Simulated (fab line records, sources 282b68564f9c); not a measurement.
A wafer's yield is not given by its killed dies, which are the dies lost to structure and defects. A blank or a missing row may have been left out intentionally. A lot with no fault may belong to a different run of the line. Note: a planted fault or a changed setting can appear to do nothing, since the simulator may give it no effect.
Shared-tool check	flow rit cmos	42 wafers sampled across 14 lots

## REASON FOR OPENING
Of 14 lots, 2 have the reading ACTIVE_OXIDE_THK flagged at RIT_ACTIVE_THK_MEAS_02. No-fault wafers: 46.3 nm, standard deviation 0.83.
Rule: a lot is flagged when every wafer of it that has a number lies more than 4 standard deviations from that mean, or none has a number. All remaining lots are regarded as sound.

lot	measured	on	ACTIVE_OXIDE_THK (nm), wafer by wafer	flag
L928	day 1 12:03	film metro-03	46.9 46.9 47.3	
L929	day 1 17:03	film metro-03	46.8 45.9 46.0	
L930	day 1 22:04	film metro-03	46.2 45.5 46.0	
L931	day 2 03:03	film metro-03	45.7 46.7 47.4	
L934	day 2 18:05	film metro-01	46.3 47.0 47.6	
L936	day 3 04:04	film metro-04	44.3 44.3 45.0	
L938	day 3 14:04	film metro-04	46.7 45.7 46.6	
L939	day 3 19:04	film metro-03	46.6 46.9 46.4	
L940	day 4 00:04	film metro-03	45.0 46.6 46.7	
L941	day 4 05:03	film metro-03	37.1 36.2 37.1	FLAGGED
L944	day 4 20:56	film metro-04	36.1 37.4 37.2	FLAGGED
L947	day 5 12:09	film metro-04	46.6 47.0 47.1	
L950	day 6 03:13	film metro-04	46.2 45.5 45.4	
L951	day 6 07:23	film metro-03	46.3 46.0 45.2	
The mean of the flagged lots' numbers is 36.9 nm, -9.4 nm from the usual (-11 standard deviations).

## WHICH TOOL EACH LOT WENT THROUGH
The record holds 1 process step before the reading, out of a route of 202 steps. In each cell: the tool, then ch and the chambers that the sampled wafers went through, then the start.
lot	flag	RIT_ACTIVE_OXIDATION_01
L928		furnace-01 ch 0, day 1 10:07
L929		furnace-02 ch 0, day 1 15:07
L930		furnace-03 ch 0, day 1 20:07
L931		furnace-02 ch 0, day 2 01:07
L934		furnace-03 ch 0, day 2 16:07
L936		furnace-02 ch 0, day 3 02:07
L938		furnace-01 ch 0, day 3 12:07
L939		furnace-03 ch 0, day 3 17:07
L940		furnace-01 ch 0, day 3 22:07
L941	FLAGGED	furnace-01 ch 0, day 4 03:07
L944	FLAGGED	furnace-01 ch 0, day 4 19:00
L947		furnace-03 ch 0, day 5 10:11
L950		furnace-02 ch 0, day 6 01:15
L951		furnace-03 ch 0, day 6 05:27
What the steps here do:
- RIT_ACTIVE_OXIDATION_01: target thk 46.8 nm, ox time 3360 s.
- RIT_ACTIVE_THK_MEAS_02

## FLAGGED AGAINST TOTAL, ONE TOOL AT A TIME (gauges that did the reading follow at the end)
step	tool	lots run	flagged	share of the flagged lots	sound lots run after its first flagged lot
RIT_ACTIVE_OXIDATION_01	furnace-01	5	2	all	0
RIT_ACTIVE_OXIDATION_01	furnace-02	4	0	none	-
RIT_ACTIVE_OXIDATION_01	furnace-03	5	0	none	-
RIT_ACTIVE_THK_MEAS_02	film metro-01	1	0	none	-
RIT_ACTIVE_THK_MEAS_02	film metro-03	8	1	some	1 (L951)
RIT_ACTIVE_THK_MEAS_02	film metro-04	5	1	some	2 (L947,L950)

## WHAT IS ALLOWED BY THE TABLE
All flagged lots share 1 row of the table, namely furnace-01 at RIT_ACTIVE_OXIDATION_01.
- furnace-01 at RIT_ACTIVE_OXIDATION_01: 2 of its 5 lots flagged. Its last sound lot is L940 (day 3 22:07), its first flagged lot L941 (day 4 03:07): a fault that began between those two fits. Its own readings (spike tc centre C, spike tc load C, spike tc source C, tube center temp C, tube_center_temp_C_max) fall more than 4 standard deviations out on all wafers of the flagged lots.
What remains is a single tool, furnace-01 at RIT_ACTIVE_OXIDATION_01.

## WHAT THE SIMULATOR HAD INSERTED
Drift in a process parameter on furnace-01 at RIT_ACTIVE_OXIDATION_01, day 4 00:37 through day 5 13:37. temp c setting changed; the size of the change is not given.
Struck lots among those shown: L941, L944. The rule given above showed the same thing.
